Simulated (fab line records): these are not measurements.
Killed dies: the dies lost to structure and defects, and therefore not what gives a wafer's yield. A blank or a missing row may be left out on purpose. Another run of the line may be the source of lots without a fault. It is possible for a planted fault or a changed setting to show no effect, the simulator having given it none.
Struck lot and sound lot, side by side / flow rit_cmos / 15 out of 202 route steps
Sound: the wafers L666.1, L666.4, L666.6. Wafers L656.3, L656.4, L656.6 were the ones struck. The cause comes at the end.
Order at every step that has rows: each side's tool, ch and its chambers, its first start. Under that, the readings that differ: sound wafers / struck wafers / difference of the means / sigmas: that difference in standard deviations of wafers without a fault.
alike: readings with means less than 2 such deviations apart, plus words and numbers identical on both sides. not compared: withheld readings, readings lacking a value on some wafer, bounds such as >300 that could conceal the same value, and numbers that have no deviation in the record and whose values overlap.
A row with sigmas, a row that says differs or no value, or rows on one side alone: a step with any of these is where the two part. Numbers that don't overlap but have no deviation are shown without sigmas and don't part them. A reading missing from all wafers of one side parts the sides only when that side holds two or more wafers.

first, 2 steps without rows for these wafers: RIT_SPACER_CLEAN_02 (cleans in SC2, time 600 s); RIT_SPACER_CVD_03 (deposits Si3N4 from SiH2Cl2/NH3, target thk 250 nm, time 3300 s).
RIT_SPACER_THK_MEAS_04:
  sound: film_metro-01 at day 6 21:43; struck: film_metro-04 at day 4 18:39
  alike: SPACER_NITRIDE_THK
RIT_SPACER_ETCHBACK_05: etches Si3N4 in SF6/CHF3, stops on SiO2, target depth 250 nm, time 240 s.
  sound on rie_diel-02 ch 0,2,3, day 6 21:47; struck on rie_diel-02 ch 2,3, day 4 18:41
  alike: drypump_motor_current_A, oes_product_au, throttle_valve_pct
  not compared: rf_hours_counter_h
then, 6 steps without rows for these wafers: RIT_NSD_HMDS_00 (prime time 60 s); RIT_NSD_COAT_01 (resist thk 1000 nm); RIT_NSD_SOFTBAKE_02 (time 60 s); RIT_NSD_EXPOSE_03 (exposes mask M9, target cd 40700 nm); RIT_NSD_PEB_04; RIT_NSD_DEVELOP_05 (develop time 50 s).
RIT_NSD_OVL_MEAS_06:
  sound: overlay-01 at day 6 22:55; struck: overlay-01 at day 4 19:42
  alike: NSD_OVL
then, 1 step without rows for these wafers: RIT_NSD_HARDBAKE_07 (time 60 s).
RIT_NSD_IMPLANT_08:
  sound on implanter-01 ch 0, day 6 23:05; struck on implanter-01, day 4 19:56
  no value came back on the struck wafers for beam_energy_keV, beam_on_s (s), implant_ion_amu; on the sound wafers beam_energy_keV reads 25.004 24.992 24.988
RIT_NSD_STRIP_09: strips in O2, time 180 s.
  sound on plasma_asher-01 ch 0, day 6 23:14; struck on plasma_asher-04 ch 0,1, day 4 20:05
reading=drypump_motor_current_A (A); sound=4.8 4.8 4.8; struck=6.0 5.4 6.1; difference=+1.0; sigmas=+2
  not compared: rf_hours_counter_h
RIT_NSD_TW_MEAS_10:
  sound: film_metro-03 at day 6 23:25; struck: film_metro-02 at day 4 20:27
reading=NSD_TW; sound=3109 3086 3083; struck=30 30 30; difference=-3063; sigmas=-99 or more
  not compared: hold

== WHERE THEY PART ==
First at RIT_NSD_IMPLANT_08; last, within this record, at RIT_NSD_TW_MEAS_10.

WHY: the cause the simulator had injected
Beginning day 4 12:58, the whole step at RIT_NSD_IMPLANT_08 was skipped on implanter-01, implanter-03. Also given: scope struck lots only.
